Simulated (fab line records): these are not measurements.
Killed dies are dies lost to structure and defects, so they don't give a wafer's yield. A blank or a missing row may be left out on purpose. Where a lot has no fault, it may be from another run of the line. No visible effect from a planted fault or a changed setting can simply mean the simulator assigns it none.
A lot that was struck, set against a sound lot :: flow rit_cmos :: 15 steps out of a route of 202
Sound: these wafers, L311.1, L311.3, L311.5. Wafers struck: L318.4, L318.5, L318.6. Last of all comes the cause.
Each step with rows lists, per side, the tool, then ch with its chambers, then its first start. Under that, the readings that differ: sound wafers :: struck wafers :: difference of the means :: sigmas: that difference in standard deviations of wafers without a fault.
alike: readings whose means differ by less than 2 such deviations, and words and numbers that are the same on both sides. not compared: withheld readings, readings that some wafer has no value for, bounds like >300 that may hide the same value, and numbers for which the record gives no deviation and whose values overlap.
Wherever a step has rows on one side only, a row that says differs or no value, or a row with sigmas, the two part there. Numbers that have no deviation but don't overlap get no sigmas and don't part them. A reading that every wafer of one side lacks parts them only if that side has two wafers or more.

first, 5 steps without rows for these wafers: RIT_NSD_COAT_01 (resist thk 1000 nm); RIT_NSD_SOFTBAKE_02 (time 60 s); RIT_NSD_EXPOSE_03 (exposes mask M9, target cd 40700 nm); RIT_NSD_PEB_04; RIT_NSD_DEVELOP_05 (develop time 50 s).
RIT_NSD_OVL_MEAS_06:
  sound on overlay-01 at day 4 08:34; struck on overlay-01 at day 5 16:25
  alike: NSD_OVL
then, 2 steps without rows for these wafers: RIT_NSD_HARDBAKE_07 (time 60 s); RIT_NSD_IMPLANT_08.
RIT_NSD_STRIP_09: strips in O2, time 180 s.
  sound on plasma_asher-01 ch 0,1, day 4 08:54; struck on plasma_asher-02 ch 0,1, day 5 16:53
  alike: drypump_motor_current_A
  not compared: rf_hours_counter_h
RIT_NSD_TW_MEAS_10:
  sound on film_metro-03 at day 4 09:05; struck on film_metro-01 at day 5 17:02
  alike: NSD_TW
then, 2 steps without rows for these wafers: RIT_PSD_HMDS_00 (prime time 60 s); RIT_PSD_COAT_01 (resist thk 1000 nm).
RIT_PSD_SOFTBAKE_02: time 60 s.
  sound on litho_track-01 ch 0, day 4 09:26; struck on litho_track-02 ch 0, day 5 17:26
reading: heater_power_total_W (W)
sound: 34.60 34.52 34.61
struck: 35.32 35.24 35.33
difference: +0.72
sigmas: +14

reading: plate_temp_C (C)
sound: 89.86 89.95 89.96
struck: 91.59 91.44 91.49
difference: +1.58
sigmas: +12
then, 1 step without rows for these wafers: RIT_PSD_EXPOSE_03 (exposes mask M10, target cd 40900 nm).
RIT_M1_PROBE_99:
  sound on prober-01 at day 4 18:37; struck on prober-01 at day 6 02:45
reading: killed_at_M0_to_M3
sound: 1 0 0
struck: 0 0 0
difference: +0
sigmas: -3
  alike: killed_at_front_end, killed_dies, killed_open, killed_short

WHERE THEY PART
First at RIT_PSD_SOFTBAKE_02; last, within this record, at RIT_M1_PROBE_99.

WHY: what the simulator had put in
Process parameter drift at RIT_PSD_SOFTBAKE_02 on litho_track-02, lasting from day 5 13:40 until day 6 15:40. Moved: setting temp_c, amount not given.
